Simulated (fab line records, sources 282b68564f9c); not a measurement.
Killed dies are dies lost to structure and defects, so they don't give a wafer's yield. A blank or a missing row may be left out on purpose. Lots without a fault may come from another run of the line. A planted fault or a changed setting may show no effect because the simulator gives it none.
Problem report in the 8D (eight disciplines) form, filled by code | flow rit_cmos | the parts of the form that need people (team, actions taken, sign-off) are left out

1. THE PROBLEM
NLDD_OVL at RIT_NLDD_OVL_MEAS_06 reads a mean of -179.5 nm on 9 wafers of 3 lots; wafers without a fault read 0.4 nm with a standard deviation of 1.2. That is -99 or more standard deviations from the usual mean.
First seen on wafer L574.1, day 6 12:25, on overlay-01. The record holds 45 wafers of 15 lots with a number at this step. Rule for "out", or "out of limits": more than 4 standard deviations from the usual mean. The other wafers with a number count as sound.

2. WHAT IT IS AND WHAT IT IS NOT
question                    | is                     | is not
which readings at this step | NLDD_OVL               | -
which lots                  | L574, L575, L579       | L559, L560, L563, L564, L565, L566, L567, L568, L569, L571, L573, L580
which wafers of those lots  | all that have a number | -
read on which gauges        | overlay-01, overlay-02 | -
when                        | from day 6 12:25       | up to then (33 sound wafers); but 3 sound wafers of L580 came after

3. SUSPECTS, AND WHAT RULES EACH OUT
Counting: a tool at a process step up to the reading stays a suspect if it ran every lot that is out and no sound lot after the first of them.
- the gauge at RIT_NLDD_OVL_MEAS_06: ruled out. The wafers that are out were read on 2 gauges (overlay-01, overlay-02).
- iline_stepper-01 at RIT_NLDD_EXPOSE_03 (exposes mask M7, target cd 40700 nm): kept. It ran every lot that is out, first L574 (day 6 12:01), and no sound lot after that; its last sound lot up to then is L569 (day 5 09:29).
Left after counting: iline_stepper-01 at RIT_NLDD_EXPOSE_03.

4. THE CAUSE (what the simulator had put in)
Scanner matching overlay: iline_stepper-01, from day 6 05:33 on, at RIT_NLDD_EXPOSE_03. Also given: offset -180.
Counting left only this tool.

5. THE CHAIN OF EFFECTS, in route order
Each row: a reading whose mean over the struck wafers that have a number lies more than 3 standard deviations from the usual. Only readings for which the record gives a usual standard deviation are gone through. hours: the time from each lot's start at the first step in this table that gives one to its start at this step, as a median over the lots. sigmas: the change in usual standard deviations.
hours | step                 | reading  | usual  | on struck wafers | change | sigmas
0     | RIT_NLDD_OVL_MEAS_06 | NLDD_OVL | 0.4 nm | -179.5           | -179.9 | -99 or more

6. WHAT WOULD HAVE CAUGHT IT SOONER
In this record the first reading out of limits at a measuring or inspecting step was taken at day 6 12:25, 7 hours after the fault began at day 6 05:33.
Of the tool readings at RIT_NLDD_EXPOSE_03 for which the record gives a usual standard deviation, none was out on any struck wafer, so an alarm limit of 4 standard deviations on them would not have fired.
Of the lots that are out (3), L575, L579 began RIT_NLDD_EXPOSE_03 on iline_stepper-01 after day 6 12:25. A hold on the tool at that time would have spared those 2.
